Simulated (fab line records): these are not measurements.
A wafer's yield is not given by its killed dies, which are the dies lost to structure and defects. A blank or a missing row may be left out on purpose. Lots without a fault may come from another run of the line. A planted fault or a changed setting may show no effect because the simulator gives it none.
One fault through the eyes of 2 desks	flow berkeley cmos170	every desk sees just its own numbers, and what lay behind them comes last

== DESK OF THE TOOL OWNER: pvd sputter-01 ==
The tool's own readings at UCB170_M2_SPUTTER_01 (material Al, target thk 900 nm, time 120 s): means of the sampled wafers that have a number, for each lot that ran on this tool. Marked OUT: a lot whose mean sits more than 4 standard deviations from the usual mean, which makes it out of limits; the brackets give that distance.
Columns: A = throttle valve pct at UCB170_M2_SPUTTER_01, usual 30.3 %
lot	first seen here	A
L515	day 8 13:13	30.6
L519	day 9 21:37	31.4
L527	day 11 04:33	31.2
Finding of this desk: none of the 3 lots has anything out of limits.

== THE METROLOGY DESK ==
What the gauges read, lot by lot, whatever tool the lot ran on: means of the sampled wafers that have a number. Marked OUT: a lot whose mean sits more than 4 standard deviations from the usual mean, which makes it out of limits; the brackets give that distance.
Columns: A = NLDD_RS at UCB170_SDANNEAL_RS_MEAS_05, usual 617.2 ohm/sq; B = M1_OVL at UCB170_M1_OVL_MEAS_10, usual -2 nm
lot	first seen here	A	B
L515	day 7 22:21	617.4	1
L517	day 8 13:40	616.6	-10
L516	day 8 13:55	619.1	-4
L519	day 9 06:21	616.9	0
L518	day 9 06:43	617.5	-4
L522	day 9 06:44	618.5	2
L523	day 9 08:18	616.3	-3
L527	day 10 09:28	616.5	-2
L528	day 10 23:47	616.6	-2
L534	day 11 19:09	616.8	-7
L537	day 12 10:55	617.6	1
L536	day 12 11:13	618.4	2
L535	day 12 11:26	616.2	3
Finding of this desk: none of the 13 lots has anything out of limits.

== TAKEN TOGETHER ==
Nothing out of limits was seen by the tool owner's desk.
At the metrology desk, nothing out of limits was observed.

== WHAT HAD BEEN PUT IN BY THE SIMULATOR ==
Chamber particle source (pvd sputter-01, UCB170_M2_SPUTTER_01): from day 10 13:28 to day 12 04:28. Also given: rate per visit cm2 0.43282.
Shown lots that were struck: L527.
